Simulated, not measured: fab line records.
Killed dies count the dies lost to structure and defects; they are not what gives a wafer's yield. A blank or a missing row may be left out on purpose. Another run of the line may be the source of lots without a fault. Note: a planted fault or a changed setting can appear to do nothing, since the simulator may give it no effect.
Split-lot study | flow rit cmos | route with 202 steps; 5 lots, 23 wafers read

## SPLIT DETAILS
At RIT_ACTIVE_OXIDATION_01 (target thk 46.8 nm, ox time 3360 s), the setting temp c was moved away from the recipe's 1000 C on 5 of the 23 wafers read, by -2.1%. For the rest of the wafers, this setting stayed at what the recipe calls for.

The file shows no step between the split and the reading.

## THE READING
ACTIVE_OXIDE_THK in nanometres, read at RIT_ACTIVE_THK_MEAS_02. A value of 47.0 nm with a standard deviation of 0.64 nm is what fault-free wafers of this fab line usually give.

wafer  | tool, chamber at the split | temp c as run, C | against the recipe | ACTIVE_OXIDE_THK, nm | against lot-mates on the recipe
L074.1 | -, -                       | 1000             | recipe             | 47.3                 | -
L074.3 | -, -                       | 1000             | recipe             | 46.2                 | -
L074.4 | -, -                       | 1000             | recipe             | 46.9                 | -
L074.5 | -, -                       | 1000             | recipe             | 46.3                 | -
L074.6 | -, -                       | 1000             | recipe             | 46.9                 | -
L078.1 | -, -                       | 1000             | recipe             | 46.8                 | -
L078.2 | -, -                       | 1000             | recipe             | 47.0                 | -
L078.3 | -, -                       | 1000             | recipe             | 46.6                 | -
L078.5 | -, -                       | 1000             | recipe             | 46.8                 | -
L078.6 | -, -                       | 1000             | recipe             | 46.1                 | -
L080.1 | -, -                       | 1000             | recipe             | 46.7                 | -
L080.3 | -, -                       | 1000             | recipe             | 46.2                 | -
L080.4 | -, -                       | 1000             | recipe             | 46.7                 | -
L080.5 | -, -                       | 1000             | recipe             | 46.8                 | -
L080.6 | -, -                       | 1000             | recipe             | 46.4                 | -
L082.1 | -, -                       | 978.7            | -2.1%              | 37.4                 | no lot-mate on the recipe
L082.2 | -, -                       | 978.7            | -2.1%              | 37.0                 | no lot-mate on the recipe
L082.4 | -, -                       | 978.7            | -2.1%              | 38.0                 | no lot-mate on the recipe
L082.5 | -, -                       | 978.7            | -2.1%              | 38.2                 | no lot-mate on the recipe
L082.6 | -, -                       | 978.7            | -2.1%              | 38.4                 | no lot-mate on the recipe
L084.3 | furnace-04, 0              | 1000             | recipe             | 46.0                 | -
L084.5 | furnace-04, 0              | 1000             | recipe             | 46.7                 | -
L084.6 | furnace-04, 0              | 1000             | recipe             | 47.1                 | -

THE FIT
A straight line over all 23 wafers: ACTIVE_OXIDE_THK changes by +4.15 nm for each +1% of temp c; r = +0.99; the points scatter about the line by 0.42 nm.
Too few moved wafers with a lot-mate on the recipe to fit a line net of each lot's own level.

## THE WHOLE CHAIN: every reading that the file lists as answering this split, in the file's order
step                    | what it does                                            | reading                                                                             | change (the file's fit)              | r (the file's)
RIT_ACTIVE_OXIDATION_01 | target thk 46.8 nm, ox time 3360 s                      | SiO2_of_ACTIVE_OXIDATION_01.thk nm (the simulator's own value, which no gauge read) | +4.15 nm for each +1% of the setting | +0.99
RIT_ACTIVE_THK_MEAS_02  |                                                         | ACTIVE_OXIDE_THK                                                                    | +4.16 for each +1% of the setting    | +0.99
RIT_FOX2_WET_ETCH_03    | etches Si3N4 in H3PO4, target depth 195 nm, time 2700 s | SiO2_of_ACTIVE_OXIDATION_01.thk nm (the simulator's own value, which no gauge read) | +3.48 nm for each +1% of the setting | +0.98

## THE FILE'S OWN FIT
ACTIVE_OXIDE_THK changes by +4.16 nm for each +1% of temp c, r = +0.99.
